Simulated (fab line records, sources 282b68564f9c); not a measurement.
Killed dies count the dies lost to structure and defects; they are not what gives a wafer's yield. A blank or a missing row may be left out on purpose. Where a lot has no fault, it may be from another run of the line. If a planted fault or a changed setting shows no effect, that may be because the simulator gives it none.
Split-lot trial | flow ritCmos | 23 wafers read from 5 lots, route of 202 steps

## THE SPLIT ITSELF
At RIT_SPACER_CVD_03 (deposits Si3N4 from SiH2Cl2/NH3, target thk 250 nm, time 3300 s), the setting timeS was moved away from the recipe's 3300 s on 15 of the 23 wafers read, by -13.7% to +9.0%. For the rest of the wafers, this setting stayed at what the recipe calls for.

## SPLIT TO READING: what lies between them in the file, 1 step
- RIT_SPACER_THK_MEAS_04

## THE READING
oesProductAu, in a.u., at RIT_SPACER_ETCHBACK_05 (etches Si3N4 in SF6/CHF3, stops on SiO2, target depth 250 nm, time 240 s). A value of 0.847 a.u. with a standard deviation of 0.018 a.u. is what fault-free wafers of this fab line usually give.

wafer  | tool, chamber at the split | timeS as run, s | against the recipe | oesProductAu, a.u. | against lot-mates on the recipe
L077.1 | -, -                       | 3526            | +6.8%              | 0.878              | no lot-mate on the recipe
L077.2 | -, -                       | 3526            | +6.8%              | 0.891              | no lot-mate on the recipe
L077.3 | -, -                       | 3526            | +6.8%              | 0.884              | no lot-mate on the recipe
L077.5 | -, -                       | 3526            | +6.8%              | 0.887              | no lot-mate on the recipe
L077.6 | -, -                       | 3526            | +6.8%              | 0.883              | no lot-mate on the recipe
L079.1 | lpcvd-02, 1                | 3300            | recipe             | 0.843              | -
L079.3 | lpcvd-02, 1                | 3300            | recipe             | 0.854              | -
L079.4 | lpcvd-02, 1                | 3300            | recipe             | 0.841              | -
L081.1 | -, -                       | 2849            | -13.7%             | 0.752              | no lot-mate on the recipe
L081.2 | -, -                       | 2849            | -13.7%             | 0.784              | no lot-mate on the recipe
L081.3 | -, -                       | 2849            | -13.7%             | 0.760              | no lot-mate on the recipe
L081.5 | -, -                       | 2849            | -13.7%             | 0.761              | no lot-mate on the recipe
L081.6 | -, -                       | 2849            | -13.7%             | 0.779              | no lot-mate on the recipe
L082.1 | -, -                       | 3300            | recipe             | 0.849              | -
L082.2 | -, -                       | 3300            | recipe             | 0.831              | -
L082.3 | -, -                       | 3300            | recipe             | 0.858              | -
L082.4 | -, -                       | 3300            | recipe             | 0.853              | -
L082.5 | -, -                       | 3300            | recipe             | 0.834              | -
L085.1 | -, -                       | 3597            | +9.0%              | 0.905              | no lot-mate on the recipe
L085.2 | -, -                       | 3597            | +9.0%              | 0.905              | no lot-mate on the recipe
L085.3 | -, -                       | 3597            | +9.0%              | 0.867              | no lot-mate on the recipe
L085.4 | -, -                       | 3597            | +9.0%              | 0.907              | no lot-mate on the recipe
L085.6 | -, -                       | 3597            | +9.0%              | 0.908              | no lot-mate on the recipe

THE FIT
A straight line over all 23 wafers: oesProductAu changes by +0.00576 a.u. for each +1% of timeS; r = +0.97; the points scatter about the line by 0.011 a.u.
Too few moved wafers with a lot-mate on the recipe to fit a line net of each lot's own level.

## THE WHOLE CHAIN: every reading that the file lists as answering this split, in the file's order
step                   | what it does                                                             | reading                                                                       | change (the file's fit)                   | r (the file's)
RIT_SPACER_CVD_03      | deposits Si3N4 from SiH2Cl2/NH3, target thk 250 nm, time 3300 s          | Si3N4_of_SPACER_CVD_03.thkNm (the simulator's own value, which no gauge read) | +2.43 nm for each +1% of the setting      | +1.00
RIT_SPACER_THK_MEAS_04 |                                                                          | SPACER_NITRIDE_THK                                                            | +2.43 for each +1% of the setting         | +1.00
RIT_SPACER_ETCHBACK_05 | etches Si3N4 in SF6/CHF3, stops on SiO2, target depth 250 nm, time 240 s | oesProductAu                                                                  | +0.00577 a.u. for each +1% of the setting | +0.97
RIT_SPACER_ETCHBACK_05 | etches Si3N4 in SF6/CHF3, stops on SiO2, target depth 250 nm, time 240 s | etch.depthNm (the simulator's own value, which no gauge read)                 | +2.41 nm for each +1% of the setting      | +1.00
RIT_SPACER_ETCHBACK_05 | etches Si3N4 in SF6/CHF3, stops on SiO2, target depth 250 nm, time 240 s | Si3N4_of_SPACER_CVD_03.thkNm (the simulator's own value, which no gauge read) | +1.9 nm for each +1% of the setting       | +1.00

## THE FILE'S OWN FIT
oesProductAu changes by +0.00577 a.u. for each +1% of timeS, r = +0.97.
